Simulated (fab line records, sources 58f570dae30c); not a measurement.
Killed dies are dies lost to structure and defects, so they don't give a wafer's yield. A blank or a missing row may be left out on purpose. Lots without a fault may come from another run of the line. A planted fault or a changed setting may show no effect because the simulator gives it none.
Problem report in the 8D (eight disciplines) form, filled by code | flow berkeley_cmos170 | the parts of the form that need people (team, actions taken, sign-off) are left out

1. THE PROBLEM
M2_AL_RS at UCB170_M2_RS_MEAS_02 reads a mean of 0.0693 ohm/sq on 2 wafers of 2 lots; wafers without a fault read 0.0321 ohm/sq with a standard deviation of 0.00032. That is +99 or more standard deviations from the usual mean.
The step: measures by four-point-probe.
First seen on wafer L744.6, day 9 11:21, on film_metro-01. The record holds 42 wafers of 14 lots with a number at this step. Rule for "out", or "out of limits": more than 4 standard deviations from the usual mean. The other wafers with a number count as sound.

2. WHAT IT IS AND WHAT IT IS NOT
question                    | is                           | is not
which readings at this step | M2_AL_RS                     | -
which lots                  | L744, L749                   | L735, L736, L737, L739, L740, L741, L742, L752, L753, L755, L756, L757
which wafers of those lots  | L744.6, L749.1               | L744.1, L744.5, L749.4, L749.5
read on which gauges        | film_metro-01, film_metro-04 | film_metro-03
when                        | from day 9 11:21             | up to then (23 sound wafers); but 17 sound wafers of L749, L752, L753, L755, L756, L757 came after

3. SUSPECTS, AND WHAT RULES EACH OUT
Counting: a tool at a process step up to the reading stays a suspect if it ran every lot that is out. Sound lots after the first of them don't rule it out here, since some wafers of a struck lot are sound.
- the gauge at UCB170_M2_RS_MEAS_02: ruled out. The wafers that are out were read on 2 gauges (film_metro-01, film_metro-04).
- pvd_sputter-04 at UCB170_M2_SPUTTER_01 (material Al, target thk 900 nm, time 120 s): kept. It ran every lot that is out, first L744 (day 9 11:16); its last sound lot up to then is L741 (day 9 10:37).
Left after counting: pvd_sputter-04 at UCB170_M2_SPUTTER_01.

4. THE CAUSE (what the simulator had put in)
Process parameter drift: pvd_sputter-04, from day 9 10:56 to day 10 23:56, at UCB170_M2_SPUTTER_01. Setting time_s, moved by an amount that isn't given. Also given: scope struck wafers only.
Counting left only this tool.

5. THE CHAIN OF EFFECTS, in route order
Each row: a reading whose mean over the struck wafers that have a number lies more than 3 standard deviations from the usual. Only readings for which the record gives a usual standard deviation are gone through. hours: the time from each lot's start at the first step in this table that gives one to its start at this step, as a median over the lots. sigmas: the change in usual standard deviations.
hours | step                    | reading        | usual         | on struck wafers | change  | sigmas
0     | UCB170_M2_RS_MEAS_02    | M2_AL_RS       | 0.0321 ohm/sq | 0.0693           | +0.0372 | +99 or more
0     | UCB170_M2_THK_MEAS_03   | M2_AL_THK      | 898 nm        | 422              | -476    | -48
3     | UCB170_M2_METAL_ETCH_18 | oes_product_au | 0.856 a.u.    | 0.597            | -0.259  | -22
The process steps in it:
- UCB170_M2_METAL_ETCH_18: etches Al in Cl2/BCl3, stops on SiO2, target depth 1170 nm, time 195 s.

6. WHAT WOULD HAVE CAUGHT IT SOONER
In this record the first reading out of limits at a measuring or inspecting step was taken at day 9 11:21, 0 hours after the fault began at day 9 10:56.
Of the tool readings at UCB170_M2_SPUTTER_01 for which the record gives a usual standard deviation, none was out on any struck wafer, so an alarm limit of 4 standard deviations on them would not have fired.
Of the lots that are out (2), L749 began UCB170_M2_SPUTTER_01 on pvd_sputter-04 after day 9 11:21. A hold on the tool at that time would have spared it.
